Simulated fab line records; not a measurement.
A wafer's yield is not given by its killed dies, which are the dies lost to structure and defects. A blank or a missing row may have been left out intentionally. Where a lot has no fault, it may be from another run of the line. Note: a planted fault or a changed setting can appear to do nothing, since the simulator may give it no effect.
A struck lot beside a sound one || flow rit cmos || 18 out of 202 route steps
Sound: the wafers L575.1, L575.2, L575.3. Wafers L583.2, L583.4, L583.5 were the ones struck. The cause comes at the end.
At each step with rows: each side's tool, then ch and its chambers, then its first start. Under that, the readings that differ: sound wafers || struck wafers || difference of the means || sigmas: that difference in standard deviations of wafers without a fault.
alike: readings with means less than 2 such deviations apart, plus words and numbers identical on both sides. not compared: withheld readings, readings lacking a value on some wafer, bounds such as >300 that could conceal the same value, and numbers that have no deviation in the record and whose values overlap.
A row with sigmas, a row that says differs or no value, or rows on one side alone: a step with any of these is where the two part. When numbers do not overlap yet have no deviation, they are printed without sigmas and do not part them. A reading missing from all wafers of one side parts the sides only when that side holds two or more wafers.

first, 4 steps without rows for these wafers: RIT_NLDD_SOFTBAKE_02 (time 60 s); RIT_NLDD_EXPOSE_03 (exposes mask M7, target cd 40700 nm); RIT_NLDD_PEB_04; RIT_NLDD_DEVELOP_05 (develop time 50 s).
RIT_NLDD_OVL_MEAS_06:
  sound: overlay-02 at day 2 23:57; struck: overlay-02 at day 4 14:52
  alike: NLDD_OVL
then, 2 steps without rows for these wafers: RIT_NLDD_HARDBAKE_07 (time 60 s); RIT_NLDD_IMPLANT_08.
RIT_NLDD_STRIP_09: strips in O2, time 180 s.
  sound on plasma asher-03 ch 0,1, day 3 00:17; struck on plasma asher-04 ch 0, day 4 15:11
  alike: drypump motor current A
  not compared: rf hours counter h
RIT_NLDD_TW_MEAS_10:
  sound: film metro-04 at day 3 00:28; struck: film metro-04 at day 4 15:23
  alike: NLDD_TW
then, 3 steps without rows for these wafers: RIT_PLDD_HMDS_00 (prime time 60 s); RIT_PLDD_COAT_01 (resist thk 1000 nm); RIT_PLDD_SOFTBAKE_02 (time 60 s).
RIT_PLDD_EXPOSE_03: exposes mask M8, target cd 40900 nm.
  sound on iline stepper-01 ch 0, day 3 01:05; struck on iline stepper-02 ch 0, day 4 16:05
{"reading": "model.PLDD.overlay x nm (nm)", "sound": "-1.3 -1.3 -1.3", "struck": "6340 6340 6340", "difference": "+6341", "sigmas": ""}
  alike: mask, exposure dose mJ cm2, focus offset nm
then, 2 steps without rows for these wafers: RIT_PLDD_PEB_04; RIT_PLDD_DEVELOP_05 (develop time 50 s).
RIT_PLDD_OVL_MEAS_06:
  sound: overlay-02 at day 3 01:29; struck: overlay-01 at day 4 16:28
{"reading": "PLDD_OVL (nm)", "sound": "-2.4 -2.0 -2.2", "struck": "- - -", "difference": "no value on the struck wafers", "sigmas": ""}
then, 1 step without rows for these wafers: RIT_PLDD_HARDBAKE_07 (time 60 s).
RIT_M1_PROBE_99:
  sound: prober-02 at day 3 16:56; struck: prober-02 at day 5 06:22
{"reading": "killed at front end", "sound": "2 9 5", "struck": "264 264 264", "difference": "+259", "sigmas": "+83"}
{"reading": "killed dies", "sound": "2 9 5", "struck": "264 264 264", "difference": "+259", "sigmas": "+83"}
{"reading": "killed on rim", "sound": "0 1 0", "struck": "70 70 70", "difference": "+70", "sigmas": "+46"}
{"reading": "model.etest.pldd.width nm (nm)", "sound": "3210 3208 3183", "struck": "2175 2192 2201", "difference": -1011, "sigmas": ""}
{"reading": "model.etest.pldd.line ohm um", "sound": "173.4 172.8 170.8", "struck": "240.2 242.6 236.7", "difference": "+67.5", "sigmas": ""}
  alike: killed at contacts, killed open, killed short
  not compared: model.etest.nmos_0p15.r on ohm um, model.etest.nmos_0p3.r on ohm um, model.etest.nmos_0p15.drive ua um, model.etest.nmos narrow.drive ua um, model.etest.nmos_0p3.drive ua um, model.etest.nmos_0p15.swing mv dec

WHERE THEY PART
Last at RIT_M1_PROBE_99 as far as this record goes, first at RIT_PLDD_OVL_MEAS_06.

WHY: whatever the simulator had introduced
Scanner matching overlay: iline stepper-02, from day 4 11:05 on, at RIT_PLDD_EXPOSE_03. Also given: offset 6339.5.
